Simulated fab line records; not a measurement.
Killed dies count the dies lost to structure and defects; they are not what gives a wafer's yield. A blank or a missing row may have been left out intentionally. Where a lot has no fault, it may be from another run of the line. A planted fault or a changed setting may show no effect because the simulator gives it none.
Matching of chambers ; flow berkeley_cmos170 ; 4 sister chambers for UCB170_V1_ETCH_14 on rie_diel-02
The step etches SiO2 in CHF3/CF4/Ar, stops on Al, target depth 1250 nm, time 291 s. 14 wafers are shown with their chamber, then 7 later ones without.

== WAFERS, EACH WITH ITS CHAMBER ==
wafer;chamber;throttle_valve_pct (%);oes_product_au (a.u.);run_length_s (s)
L518.1;2;6.84;0.870;318.8
L518.2;1;6.73;0.862;319.5
L518.5;0;6.91;0.891;319.6
L520.2;3;7.15;0.899;319.5
L520.3;0;6.91;0.879;319.5
L520.6;2;6.86;0.871;318.6
L522.1;0;6.92;0.896;319.7
L522.3;2;6.85;0.867;319.0
L522.6;0;6.90;0.888;319.7
L524.1;3;7.15;0.893;319.2
L524.3;2;6.86;0.867;318.8
L524.5;0;6.92;0.891;319.4
L536.3;3;7.17;0.891;319.3
L536.5;2;6.88;0.869;318.6

SIGNATURES, as means of the wafers listed above
reading;chamber 0;chamber 1;chamber 2;chamber 3;scatter within a chamber
throttle_valve_pct;6.9120;6.7300;6.8580;7.1567;0.0119
oes_product_au;0.88900;0.86200;0.86880;0.89433;0.00453
run_length_s;319.580;319.500;318.760;319.333;0.151
Rule: a wafer lies at a distance from a chamber equal to the root of the sum of squares, over the readings, of (its reading less the chamber's mean, divided by the reading's scatter). The wafer belongs to the nearest chamber; if the next one is less than 2 further off, it can't be placed. The scatter is the square root of a quotient: the sum, over the shown wafers, of each reading's squared deviation from its chamber's mean, divided by wafers minus chambers.

== WAFERS WITH NO CHAMBER GIVEN ==
wafer;throttle_valve_pct (%);oes_product_au (a.u.);run_length_s (s)
L536.6;7.14;0.896;319.3
L537.1;6.87;0.863;319.3
L537.2;6.74;0.871;319.3
L537.3;7.15;0.894;319.3
L538.1;7.16;0.892;319.3
L538.2;6.91;0.887;319.7
L538.6;7.14;0.893;319.5

== THE CHAMBER EACH PASSED THROUGH ==
wafer;from the rows above;in truth
L536.6;3;3
L537.1;2;2
L537.2;1;1
L537.3;3;3
L538.1;3;3
L538.2;0;0
L538.6;3;3
7 of 7 placed correctly. From these rows, 0 cannot be placed. Wrongly placed: 0.
